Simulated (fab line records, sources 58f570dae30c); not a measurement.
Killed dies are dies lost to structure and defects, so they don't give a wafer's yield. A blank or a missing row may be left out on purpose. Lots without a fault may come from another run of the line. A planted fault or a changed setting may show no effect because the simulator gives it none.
Problem report in the 8D (eight disciplines) form, filled by code | flow berkeley_cmos170 | the parts of the form that need people (team, actions taken, sign-off) are left out

1. THE PROBLEM
run_length_s at UCB170_PWELL_WET_ETCH_20 reads a mean of 33.3 s on 6 wafers of 2 lots; wafers without a fault read 49.7 s with a standard deviation of 2. That is -8.2 standard deviations from the usual mean.
The step: etches SiO2 in BOE, time 22 s.
First seen on wafer L691.1, day 5 06:17, on wet_bench-04. The record holds 18 wafers of 6 lots with a number at this step. Rule for "out", or "out of limits": more than 4 standard deviations from the usual mean. The other wafers with a number count as sound.

2. WHAT IT IS AND WHAT IT IS NOT
question                    | is                     | is not
which readings at this step | run_length_s           | -
which lots                  | L691, L692             | L683, L696, L700, L701
which wafers of those lots  | all that have a number | -
read on which tools         | wet_bench-04           | wet_bench-02, wet_bench-03
when                        | from day 5 06:17       | up to then (3 sound wafers); but 9 sound wafers of L696, L700, L701 came after

3. SUSPECTS, AND WHAT RULES EACH OUT
Counting: a tool at a process step up to the reading stays a suspect if it ran every lot that is out and no sound lot after the first of them.
- wet_bench-04 at UCB170_PWELL_WET_ETCH_20 (etches SiO2 in BOE, time 22 s): kept. It ran every lot that is out, first L691 (day 5 06:17), and no sound lot after that; its last sound lot up to then is L683 (day 3 11:03). Its own readings are out on those wafers: run_length_s.
Left after counting: wet_bench-04 at UCB170_PWELL_WET_ETCH_20.

4. THE CAUSE (what the simulator had put in)
Process parameter drift: wet_bench-04, from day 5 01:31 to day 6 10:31, at UCB170_PWELL_WET_ETCH_20. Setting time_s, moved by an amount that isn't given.
Counting left only this tool.

5. THE CHAIN OF EFFECTS, in route order
Each row: a reading whose mean over the struck wafers that have a number lies more than 3 standard deviations from the usual. Only readings for which the record gives a usual standard deviation are gone through. hours: the time from each lot's start at the first step in this table that gives one to its start at this step, as a median over the lots. sigmas: the change in usual standard deviations.
hours | step                     | reading      | usual  | on struck wafers | change | sigmas
0     | UCB170_PWELL_WET_ETCH_20 | run_length_s | 49.7 s | 33.3             | -16.4  | -8.2
The process steps in it:
- UCB170_PWELL_WET_ETCH_20: etches SiO2 in BOE, time 22 s.

6. WHAT WOULD HAVE CAUGHT IT SOONER
In this record the first reading out of limits was taken at day 5 06:17, 5 hours after the fault began at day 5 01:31.
